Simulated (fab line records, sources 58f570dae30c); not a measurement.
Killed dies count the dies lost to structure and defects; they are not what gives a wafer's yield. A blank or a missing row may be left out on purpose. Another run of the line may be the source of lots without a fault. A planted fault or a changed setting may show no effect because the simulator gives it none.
2 desks, one fault -- flow berkeley cmos170 -- numbers are kept per desk, each desk with only its own; the story behind them comes last

== DESK OF THE TOOL OWNER: rie diel-03 ==
The tool's own readings at UCB170_M3_ETCH_17 (etches BARC in N2/H2): means of the sampled wafers that have a number, for each lot that ran on this tool. Any lot whose mean is over 4 standard deviations away from the usual mean is out of limits and marked OUT; that distance is given in the brackets.
Columns: A = drypump motor current A at UCB170_M3_ETCH_17, usual 5.9 A; B = h2 flow sccm at UCB170_M3_ETCH_17, usual 200.1 sccm; C = oes product au at UCB170_M3_ETCH_17, usual 1.000 a.u.; D = throttle valve pct at UCB170_M3_ETCH_17, usual 13.23 %
lot,first seen here,A,B,C,D
L700,day 10 22:33,6.4,200.0,0.929,13.23
L711,day 13 05:59,5.9,200.5,1.012,13.21
This desk's verdict: no lot among the 2 shows anything out of limits.

== METROLOGY DESK ==
What the gauges read for every lot (on any tool): the sampled wafers with a number, averaged. Any lot whose mean is over 4 standard deviations away from the usual mean is out of limits and marked OUT; that distance is given in the brackets.
Columns: A = cd nm at UCB170_M3_CD_MEAS_15, usual 699.8 nm; B = M3_OVL at UCB170_M3_OVL_MEAS_16, usual -4 nm
lot,first seen here,A,B
L697,day 10 01:01,700.4,0
L700,day 10 22:25,698.7,-7
L703,day 11 17:01,699.1,-14
L711,day 13 05:52,699.3,-1
L713,day 13 06:36,700.2,-7
This desk's verdict: no lot among the 5 shows anything out of limits.

== PUT TOGETHER ==
The desk of the tool owner found nothing out of limits.
At the metrology desk, nothing out of limits was observed.

== WHAT THE SIMULATOR HAD INSERTED ==
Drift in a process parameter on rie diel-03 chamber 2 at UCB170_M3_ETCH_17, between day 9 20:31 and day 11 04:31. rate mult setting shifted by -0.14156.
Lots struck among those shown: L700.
